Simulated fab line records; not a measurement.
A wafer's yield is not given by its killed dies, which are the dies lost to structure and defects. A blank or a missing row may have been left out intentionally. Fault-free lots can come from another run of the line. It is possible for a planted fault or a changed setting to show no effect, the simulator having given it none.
fab line records    flow rit_cmos
[record] lots = 6  wafers = 18  last_day = 6
route steps=202 shown FOX2@24 NWELL@28 PWELL@39 WELLDRIVE@50 M1@202
lots that met no fault: from a run of the same line without faults
start_h: start of the lot's first displayed wafer, in hours after the record's first day    wait_h: how many hours have passed since the lot's step before this one    " as in the row above    L1.1+2: a row that stands for several wafers    - no value, or no start was given    * or withheld: withheld    < > ~ a bound
route shown NAME@n: NAME is a module with steps in the file, n the number in the route of the first one    usual: mean and standard deviation over wafers with no fault    same: alike in all rows    chamber/n: place in a boat    sites: readings site by site    _std_site: standard deviation across them    _edge_site: inner sites' mean taken away from outer sites' mean    radius_mm: for every site, how far away it sits from the centre of the wafer    mask NAME#n: copy n    behind: the last tool/chamber to shape the wafer    hold: why the lot went on hold/how many hours it stayed there/how the hold came to an end    device: whichever transistor did not switch (one of n, p or np)    end of line: the same wafers' tests at the end of the route    a step without rows: its recipe alone    killed: the dies lost at the first sort to structure and to defects; this is not the yield of the wafer    map: dies across one wafer; x = killed, . = not, _ = none there
set.NAME: setting as actually run; set.NAME@STEP: the setting as run at that earlier step    model.NAME: the simulator's own value behind a step, which no gauge read
lots at selected steps of the route; one table per step, one row per wafer
services: from which hour (start_h, from the record's first day; less than 0 if before it) a tool's chamber was out of use, for how many hours, and why
[[steps]]
[step RIT_FOX2_THK_MEAS_01]
[recipe] reads = SiO2_of_FOX2_OXIDATION_00
[usual] FOX2_OXIDE_THK = 352/5.7
lot.wafer  tool           chamber  start_h  wait_h  FOX2_OXIDE_THK[nm]
L521.2     film_metro-02  -        29.28    0.0     351
L521.4     "              -        "        "       352
L521.6     "              -        "        "       354
L526.2     film_metro-01  -        53.79    0.0     357
L526.4     "              -        "        "       355
L526.5     "              -        "        "       362
L531.1     film_metro-01  -        78.37    0.0     361
L531.3     "              -        "        "       356
L531.5     "              -        "        "       357
L533.1     film_metro-03  -        88.70    0.0     344
L533.2     "              -        "        "       350
L533.6     "              -        "        "       346
L535.1     film_metro-01  -        99.21    0.0     354
L535.3     "              -        "        "       352
L535.4     "              -        "        "       346
L537.1     film_metro-03  -        109.16   0.0     347
L537.2     "              -        "        "       344
L537.5     "              -        "        "       341
[step RIT_FOX2_CLEAN_02]
[recipe] chemistry = dHF  dilution = 50:1  time_s = 180
[step RIT_FOX2_WET_ETCH_03]
[recipe] chemistry = H3PO4  target = Si3N4  target_depth_nm = 195  temp_c = 165  time_s = 2700
[step RIT_FOX2_THK_MEAS_90]
[recipe] reads = SiO2_of_FOX2_OXIDATION_00
[usual] FIELD_OXIDE_LEFT_1_THK = 325/5.7
lot.wafer  tool           chamber  start_h  wait_h  FIELD_OXIDE_LEFT_1_THK[nm]
L521.2     film_metro-01  -        30.23    0.0     324
L521.4     "              -        "        "       325
L521.6     "              -        "        "       327
L526.2     film_metro-02  -        54.66    0.0     330
L526.4     "              -        "        "       328
L526.5     "              -        "        "       334
L531.1     film_metro-03  -        79.24    0.0     334
L531.3     "              -        "        "       329
L531.5     "              -        "        "       330
L533.1     film_metro-01  -        89.58    0.0     316
L533.2     "              -        "        "       322
L533.6     "              -        "        "       318
L535.1     film_metro-01  -        100.09   0.0     326
L535.3     "              -        "        "       324
L535.4     "              -        "        "       318
L537.1     film_metro-01  -        110.05   0.0     319
L537.2     "              -        "        "       317
L537.5     "              -        "        "       314
[step RIT_NWELL_HMDS_00]
[recipe] prime_time_s = 60  prime_temp_c = 140
[step RIT_NWELL_COAT_01]
[recipe] resist = NOVOLAK  spin_rpm = 2000  resist_thk_nm = 1300
[step RIT_NWELL_SOFTBAKE_02]
[recipe] resist = NOVOLAK  temp_c = 90  time_s = 60
[step RIT_NWELL_EXPOSE_03]
[recipe] mask_id = M2  na = 0.57  target_cd_nm = 43900  dose_mj = 250
[step RIT_NWELL_PEB_04]
[recipe] resist = NOVOLAK  temp_c = withheld  time_s = withheld
[step RIT_NWELL_DEVELOP_05]
[recipe] resist = NOVOLAK  develop_time_s = 68  dev_temp_c = 23
[step RIT_NWELL_OVL_MEAS_06]
[usual] NWELL_OVL = 1.1/1.3
lot.wafer  tool        chamber  start_h  wait_h  NWELL_OVL[nm]
L521.2     overlay-01  -        31.16    -       -0.1
L521.4     "           -        "        "       1.7
L521.6     "           -        "        "       2.1
L526.2     overlay-01  -        55.72    -       2.0
L526.4     "           -        "        "       1.1
L526.5     "           -        "        "       2.4
L531.1     overlay-01  -        80.18    -       3.0
L531.3     "           -        "        "       4.3
L531.5     "           -        "        "       1.6
L533.1     overlay-01  -        90.65    -       3.6
L533.2     "           -        "        "       1.3
L533.6     "           -        "        "       1.8
L535.1     overlay-01  -        101.03   -       -0.1
L535.3     "           -        "        "       -0.3
L535.4     "           -        "        "       0.5
L537.1     overlay-01  -        110.99   -       0.3
L537.2     "           -        "        "       1.4
L537.5     "           -        "        "       2.1
[step RIT_NWELL_HARDBAKE_07]
[recipe] resist = NOVOLAK  temp_c = 140  time_s = 120
[step RIT_NWELL_IMPLANT_08]
[recipe] species = P  energy_kev = 170  dose_cm2 = 5e+13  tilt_deg = 7
[usual] dose_ions_cm2 = 5e+13/5e+10  end_station_pressure_torr = 5.14e-06/2.8e-07  faraday_current_uA = 158/3.1
[same] implant_ion_amu = 31
lot.wafer  tool          chamber  start_h  wait_h  dose_ions_cm2  end_station_pressure_torr  faraday_current_uA
L521.2     implanter-04  0        31.47    0.2     4.996e+13      4.92e-06                   160
L521.4     "             0        "        "       4.998e+13      5.48e-06                   157
L521.6     "             0        "        "       5.003e+13      5.55e-06                   161
L526.2     implanter-01  0        56.03    0.2     4.995e+13      5.29e-06                   155
L526.4     "             0        "        "       4.996e+13      5.33e-06                   152
L526.5     "             0        "        "       4.995e+13      5.12e-06                   154
L531.1     implanter-02  0        80.47    0.2     5.002e+13      5.28e-06                   163
L531.3     "             0        "        "       4.996e+13      4.41e-06                   157
L531.5     "             0        "        "       4.995e+13      5.43e-06                   155
L533.1     implanter-02  0        90.93    0.2     7.436e+13      5.31e-06                   234
L533.2     "             0        "        "       7.439e+13      5.58e-06                   237
L533.6     "             0        "        "       7.434e+13      5.2e-06                    231
L535.1     implanter-02  0        101.31   0.2     7.438e+13      4.85e-06                   231
L535.3     "             0        "        "       7.443e+13      5.3e-06                    240
L535.4     "             0        "        "       7.44e+13       5.36e-06                   241
L537.1     implanter-04  0        111.58   0.2     4.988e+13      5.19e-06                   156
L537.2     "             0        "        "       4.994e+13      4.97e-06                   159
L537.5     "             0        "        "       4.993e+13      5.3e-06                    158
[step RIT_NWELL_STRIP_09]
[recipe] chemistry = O2  time_s = 180  resist = NOVOLAK  platen_temp_c = withheld  power_w = 500  pressure_mtorr = 4000  o2_flow_sccm = 4000
[usual] drypump_motor_current_A = 5.8/0.6
lot.wafer  tool             chamber  start_h  wait_h  drypump_motor_current_A  rf_hours_counter_h
L521.2     plasma_asher-04  0        31.59    0.1     5.8                      39
L521.4     "                0        "        "       5.8                      -
L521.6     "                1        "        "       6.5                      -
L526.2     plasma_asher-04  0        56.15    0.1     5.8                      42
L526.4     "                1        "        "       6.5                      -
L526.5     "                1        "        "       6.5                      -
L531.1     plasma_asher-03  0        80.62    0.1     4.9                      27
L531.3     "                0        "        "       4.9                      -
L531.5     "                1        "        "       6.1                      -
L533.1     plasma_asher-03  1        91.08    0.1     6.1                      29
L533.2     "                0        "        "       4.9                      29
L533.6     "                0        "        "       4.9                      -
L535.1     plasma_asher-03  0        101.46   0.1     4.9                      30
L535.3     "                1        "        "       6.1                      -
L535.4     "                0        "        "       4.9                      -
L537.1     plasma_asher-03  1        111.73   0.1     6.1                      31
L537.2     "                0        "        "       4.9                      31
L537.5     "                0        "        "       4.9                      -
[step RIT_NWELL_TW_MEAS_10]
[usual] NWELL_TW = 2130/18
lot.wafer  tool           chamber  start_h  wait_h  NWELL_TW
L521.2     film_metro-01  -        31.78    0.1     2170
L521.4     "              -        "        "       2164
L521.6     "              -        "        "       2145
L526.2     film_metro-01  -        56.34    0.1     2166
L526.4     "              -        "        "       2154
L526.5     "              -        "        "       2161
L531.1     film_metro-02  -        80.79    0.1     2108
L531.3     "              -        "        "       2118
L531.5     "              -        "        "       2108
L533.1     film_metro-04  -        91.26    0.1     2403
L533.2     "              -        "        "       2392
L533.6     "              -        "        "       2393
L535.1     film_metro-02  -        101.64   0.1     2421
L535.3     "              -        "        "       2408
L535.4     "              -        "        "       2413
L537.1     film_metro-04  -        111.91   0.1     2119
L537.2     "              -        "        "       2123
L537.5     "              -        "        "       2109
[step RIT_PWELL_HMDS_00]
[recipe] prime_time_s = 60  prime_temp_c = 140
[step RIT_PWELL_COAT_01]
[recipe] resist = NOVOLAK  spin_rpm = 2000  resist_thk_nm = 1300
[step RIT_PWELL_SOFTBAKE_02]
[recipe] resist = NOVOLAK  temp_c = 90  time_s = 60
[step RIT_PWELL_EXPOSE_03]
[recipe] mask_id = M3  na = 0.57  target_cd_nm = 43700  dose_mj = 250
[step RIT_PWELL_PEB_04]
[recipe] resist = NOVOLAK  temp_c = withheld  time_s = withheld
[step RIT_PWELL_DEVELOP_05]
[recipe] resist = NOVOLAK  develop_time_s = 68  dev_temp_c = 23
[step RIT_PWELL_OVL_MEAS_06]
[usual] PWELL_OVL = -0.2/1.3
lot.wafer  tool        chamber  start_h  wait_h  PWELL_OVL[nm]
L521.2     overlay-01  -        32.84    -       -0.2
L521.4     "           -        "        "       -1.4
L521.6     "           -        "        "       -0.4
L526.2     overlay-02  -        57.40    -       -2.7
L526.4     "           -        "        "       -1.4
L526.5     "           -        "        "       0.8
L531.1     overlay-01  -        81.86    -       0.3
L531.3     "           -        "        "       -2.5
L531.5     "           -        "        "       0.8
L533.1     overlay-02  -        92.20    -       -0.5
L533.2     "           -        "        "       -3.7
L533.6     "           -        "        "       -3.0
L535.1     overlay-02  -        102.58   -       -0.6
L535.3     "           -        "        "       -0.5
L535.4     "           -        "        "       1.6
L537.1     overlay-01  -        112.97   -       -1.1
L537.2     "           -        "        "       -1.3
L537.5     "           -        "        "       0.4
[step RIT_PWELL_HARDBAKE_07]
[recipe] resist = NOVOLAK  temp_c = 140  time_s = 120
[step RIT_PWELL_IMPLANT_08]
[recipe] species = B  energy_kev = 170  dose_cm2 = 7e+13  tilt_deg = 7
[step RIT_PWELL_STRIP_09]
[recipe] chemistry = O2  time_s = 180  resist = NOVOLAK  platen_temp_c = withheld  power_w = 500  pressure_mtorr = 4000  o2_flow_sccm = 4000
[usual] drypump_motor_current_A = 5.5/0.51
lot.wafer  tool             chamber  start_h  wait_h  drypump_motor_current_A  rf_hours_counter_h
L521.2     plasma_asher-03  1        33.27    0.1     6.1                      23
L521.4     "                1        "        "       6.1                      -
L521.6     "                0        "        "       4.9                      -
L526.2     plasma_asher-01  1        57.83    0.1     6.0                      41
L526.4     "                1        "        "       5.9                      -
L526.5     "                1        "        "       6.0                      -
L531.1     plasma_asher-01  0        82.30    0.1     5.2                      45
L531.3     "                1        "        "       5.9                      -
L531.5     "                1        "        "       6.0                      -
L533.1     plasma_asher-01  1        92.63    0.1     5.9                      46
L533.2     "                0        "        "       5.2                      46
L533.6     "                0        "        "       5.2                      -
L535.1     plasma_asher-03  0        103.01   0.1     4.9                      30
L535.3     "                0        "        "       4.9                      -
L535.4     "                1        "        "       6.1                      -
L537.1     plasma_asher-03  1        113.41   0.1     6.0                      31
L537.2     "                0        "        "       4.9                      31
L537.5     "                0        "        "       4.9                      -
[step RIT_PWELL_TW_MEAS_10]
[usual] PWELL_TW = 947/7.8
lot.wafer  tool           chamber  start_h  wait_h  PWELL_TW
L521.2     film_metro-01  -        33.45    0.1     958
L521.4     "              -        "        "       953
L521.6     "              -        "        "       956
L526.2     film_metro-02  -        58.02    0.1     942
L526.4     "              -        "        "       940
L526.5     "              -        "        "       942
L531.1     film_metro-04  -        82.47    0.1     940
L531.3     "              -        "        "       939
L531.5     "              -        "        "       937
L533.1     film_metro-01  -        92.81    0.1     955
L533.2     "              -        "        "       953
L533.6     "              -        "        "       957
L535.1     film_metro-04  -        103.19   0.1     938
L535.3     "              -        "        "       941
L535.4     "              -        "        "       942
L537.1     film_metro-02  -        113.58   0.1     944
L537.2     "              -        "        "       945
L537.5     "              -        "        "       938
[step RIT_WELLDRIVE_ANNEAL_00]
[recipe] temp_c = 1100  time_s = 14700  ambient = N2
[step RIT_WELLDRIVE_RS_MEAS_01]
[recipe] thk_meas_gauge = four-point-probe
[usual] NWELL_RS = 275.4/0.68
lot.wafer  tool           chamber  start_h  wait_h  NWELL_RS[ohm/sq]
L521.2     film_metro-01  -        38.61    0.0     275.1
L521.4     "              -        "        "       276.3
L521.6     "              -        "        "       275.9
L526.2     film_metro-01  -        63.17    0.0     275.5
L526.4     "              -        "        "       275.5
L526.5     "              -        "        "       276.2
L531.1     film_metro-01  -        88.53    0.0     275.8
L531.3     "              -        "        "       276.5
L531.5     "              -        "        "       276.5
L533.1     film_metro-02  -        98.87    0.0     216.8
L533.2     "              -        "        "       217.1
L533.6     "              -        "        "       216.6
L535.1     film_metro-01  -        108.97   0.0     216.7
L535.3     "              -        "        "       216.9
L535.4     "              -        "        "       217.3
L537.1     film_metro-01  -        118.72   0.0     275.8
L537.2     "              -        "        "       275.2
L537.5     "              -        "        "       275.9
[step RIT_WELLDRIVE_RS_MEAS_02]
[recipe] thk_meas_gauge = four-point-probe
[usual] PWELL_RS = 429.0/1.2
lot.wafer  tool           chamber  start_h  wait_h  PWELL_RS[ohm/sq]
L521.2     film_metro-01  -        38.73    0.1     430.4
L521.4     "              -        "        "       428.6
L521.6     "              -        "        "       429.4
L526.2     film_metro-01  -        63.29    0.1     428.8
L526.4     "              -        "        "       430.1
L526.5     "              -        "        "       430.0
L531.1     film_metro-01  -        88.65    0.1     430.8
L531.3     "              -        "        "       431.8
L531.5     "              -        "        "       431.5
L533.1     film_metro-02  -        98.99    0.1     428.3
L533.2     "              -        "        "       429.4
L533.6     "              -        "        "       430.1
L535.1     film_metro-01  -        109.09   0.1     429.2
L535.3     "              -        "        "       429.2
L535.4     "              -        "        "       429.1
L537.1     film_metro-01  -        118.84   0.1     430.0
L537.2     "              -        "        "       428.7
L537.5     "              -        "        "       427.6
[step RIT_M1_PROBE_99]
[usual] killed_at_contacts = 0.1/0.3  killed_at_front_end = 7.1/3  killed_dies = 7.3/3  killed_open = 3.6/2  killed_short = 3.5/1.9
[same] gross_dies = 264  killed_at_M0_to_M3 = 0  killed_at_M4_up = 0  killed_at_back_side = 0  killed_at_other = 0
lot.wafer  tool       chamber  start_h  wait_h  killed_at_contacts  killed_at_front_end  killed_dies  killed_open  killed_short  model.etest.pmos_0p3.r_on_ohm_um  model.etest.pmos_turned.r_on_ohm_um  model.etest.pmos_0p15.r_on_ohm_um  model.etest.nwell_pinched.rs_ohm_sq  model.etest.well_edge_right.line_ohm_um  model.etest.well_edge_left.line_ohm_um  model.etest.pmos_0p15.drive_ua_um  model.etest.pmos_turned.drive_ua_um
L521.2     prober-01  -        68.22    0.1     0                   13                   13           10           3             6532                              3757                                 2950                               330.1                                180.9                                    183.2                                   238.3                              164.6
L521.4     prober-01  -        68.32    0.2     0                   8                    8            4            4             6526                              3718                                 2912                               336.1                                182.5                                    181.6                                   241.7                              167
L521.6     prober-01  -        68.42    0.2     0                   9                    9            7            2             6514                              3659                                 2873                               334.5                                181.4                                    182.3                                   244.1                              169.2
L526.2     prober-02  -        92.64    0.1     0                   11                   11           8            3             6364                              3525                                 2841                               347.3                                182.3                                    181.9                                   253.9                              189.6
L526.4     prober-02  -        92.74    0.2     0                   8                    8            4            3             6298                              3439                                 2762                               336.4                                181.7                                    183                                     258                                189.4
L526.5     prober-02  -        92.79    0.2     0                   13                   13           7            5             6355                              3508                                 2857                               339.9                                180.6                                    181.1                                   250                                186.8
L531.1     prober-01  -        122.15   0.1     0                   6                    6            0            6             6433                              3517                                 2810                               337.4                                182.3                                    183.4                                   249                                183.1
L531.3     prober-01  -        122.25   0.2     0                   3                    3            1            2             6315                              3507                                 2820                               339.6                                183.8                                    182.3                                   252.5                              183.8
L531.5     prober-01  -        122.35   0.2     0                   2                    2            2            0             6332                              3479                                 2802                               337.1                                185.9                                    182.2                                   253.2                              186.3
L533.1     prober-01  -        128.67   0.1     0                   7                    7            4            3             6601                              3640                                 2821                               258.8                                139.1                                    137.7                                   240.6                              165.3
L533.2     prober-01  -        128.72   0.1     0                   9                    9            5            4             6730                              3725                                 2916                               264                                  139.7                                    138.6                                   229.9                              163.3
L533.6     prober-01  -        128.92   0.2     0                   8                    8            3            5             6758                              3738                                 2949                               262.3                                138                                      139.2                                   228.5                              162.3
L535.1     prober-01  -        138.37   0.1     0                   5                    5            4            1             6971                              3793                                 3061                               269.9                                139.5                                    139.5                                   221.1                              163.4
L535.3     prober-01  -        138.47   0.2     0                   6                    6            5            1             6748                              3642                                 2872                               263.2                                140.4                                    137.2                                   231.2                              170.4
L535.4     prober-01  -        138.52   0.2     0                   4                    4            1            3             6808                              3782                                 2987                               262.7                                137.2                                    140.5                                   225                                160.6
L537.1     prober-01  -        148.44   0.1     1                   9                    10           7            3             6243                              3519                                 2837                               334.7                                182.5                                    182.3                                   248.4                              186.2
L537.2     prober-01  -        148.49   0.1     0                   6                    6            4            2             6216                              3513                                 2828                               333.5                                180.4                                    180.7                                   246.6                              185
L537.5     prober-01  -        148.64   0.2     0                   5                    5            3            2             6147                              3414                                 2785                               334.6                                180.3                                    181.1                                   252.7                              189.8
// killed by level:class
L521.2 GATE:geometric_particle:open=5 SPACER:geometric_particle:open=4 FOX2:geometric_particle:open=1 FOX2:geometric_particle:short=1 GATE:geometric_particle:short=1 SPACER:geometric_particle:short=1
L521.4 GATE:geometric_particle:short=2 SILICIDE:geometric_particle:open=2 FOX1:geometric_particle:short=1 REOX:geometric_particle:open=1 SPACER:geometric_particle:open=1 SPACER:geometric_particle:short=1
L521.6 GATE:geometric_particle:open=4 SPACER:geometric_particle:open=3 GATE:geometric_particle:short=2
L526.2 REOX:geometric_particle:open=6 FOX2:geometric_particle:open=1 GATE:geometric_particle:short=1 REOX:geometric_particle:short=1 SILICIDE:geometric_particle:short=1 SILICIDE:geometric_particle:open=1
L526.4 SPACER:geometric_particle:open=2 FOX2:geometric_particle:short=1 GATE:geometric_particle:short=1 GATE:geometric_particle:open=1 REOX:geometric_particle:open=1 SPACER:geometric_particle:short=1 GATE:coat_microbubble_printed=1
L526.5 GATE:geometric_particle:short=3 GATE:geometric_particle:open=3 SPACER:geometric_particle:open=2 FOX1:geometric_particle:open=1 REOX:geometric_particle:short=1 REOX:geometric_particle:open=1 SILICIDE:geometric_particle:short=1 GATE:coat_microbubble_printed=1
L531.1 GATE:geometric_particle:short=3 REOX:geometric_particle:short=3
L531.3 FOX1:geometric_particle:short=1 GATE:geometric_particle:short=1 REOX:geometric_particle:open=1
L531.5 GATE:geometric_particle:open=1 SILICIDE:geometric_particle:open=1
L533.1 SPACER:geometric_particle:short=2 FOX1:geometric_particle:open=1 GATE:geometric_particle:short=1 GATE:geometric_particle:open=1 REOX:geometric_particle:open=1 SPACER:geometric_particle:open=1
L533.2 SPACER:geometric_particle:short=3 FOX2:geometric_particle:open=2 FOX1:geometric_particle:open=1 GATE:geometric_particle:short=1 REOX:geometric_particle:open=1 SPACER:geometric_particle:open=1
L533.6 SPACER:geometric_particle:open=3 SPACER:geometric_particle:short=2 FOX1:geometric_particle:short=1 FOX2:geometric_particle:short=1 GATE:geometric_particle:short=1
L535.1 GATE:geometric_particle:open=3 FOX1:geometric_particle:open=1 FOX1:geometric_particle:short=1
L535.3 GATE:geometric_particle:open=2 FOX2:geometric_particle:open=1 REOX:geometric_particle:open=1 SPACER:geometric_particle:short=1 SPACER:geometric_particle:open=1
L535.4 GATE:geometric_particle:short=2 GATE:geometric_particle:open=1 REOX:geometric_particle:short=1
L537.1 SPACER:geometric_particle:open=4 ACTIVE:geometric_particle:open=1 FOX1:geometric_particle:open=1 SPACER:geometric_particle:short=1 SILICIDE:geometric_particle:open=1 SILICIDE:geometric_particle:short=1 CONTACT:geometric_particle:short=1
L537.2 SILICIDE:geometric_particle:open=2 FOX1:geometric_particle:open=1 GATE:geometric_particle:short=1 GATE:geometric_particle:open=1 REOX:geometric_particle:short=1
L537.5 SILICIDE:geometric_particle:open=2 FOX1:geometric_particle:short=1 FOX2:geometric_particle:short=1 SPACER:geometric_particle:open=1
[[services]]
tool             chamber  start_h  hours  kind
implanter-02     -        10.29    3.3    repair
implanter-02     -        40.80    2.6    repair
plasma_asher-03  -        44.61    4.5    repair
plasma_asher-03  -        110.13   0.6    repair
[[key]]
[first_sign] step = RIT_NWELL_IMPLANT_08  reading = dose_ions_cm2  direction = up  sigmas = 99+  usual = 5e+13  struck = 7.438e+13
[effect] step = RIT_NWELL_IMPLANT_08  reading = faraday_current_uA  direction = up  sigmas = 25  usual = 158  struck = 236
[effect] step = RIT_NWELL_TW_MEAS_10  reading = NWELL_TW  direction = up  sigmas = 15  usual = 2130  struck = 2405
[effect] step = RIT_WELLDRIVE_RS_MEAS_01  reading = NWELL_RS  direction = down  sigmas = 86  usual = 275.4  struck = 216.9
[model_effect] step = RIT_M1_PROBE_99  value = etest.pmos_0p3.r_on_ohm_um  without = 6288  struck = 6769
met_at RIT_NWELL_IMPLANT_08
struck_wafers L533.1,L533.2,L533.6,L535.1,L535.3,L535.4
tester_left_out L533,L535
[loop_trim] step = RIT_M1_EXPOSE_06  setting = dose  lots = L535
onset_between 80.47 90.93
[fault] kind = process_parameter_drift  tool = implanter-02  chamber = -  onset_h = 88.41  steps = RIT_NWELL_IMPLANT_08  channel = dose_cm2  offset = 2.4362e+13  shape = step  end_h = 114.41  acts_in = these_recipes_only  stated = 5e+13
// tester_left_out: of these lots the tester's yield and bins aren't shown, on N5 and GAA mostly nor the transistor test; their killed dies are dies lost to structure and defects alone, not to doping, threshold or leakage, so they don't give the yield
// loop_trim: a control loop set the setting to another value than it would have without faults
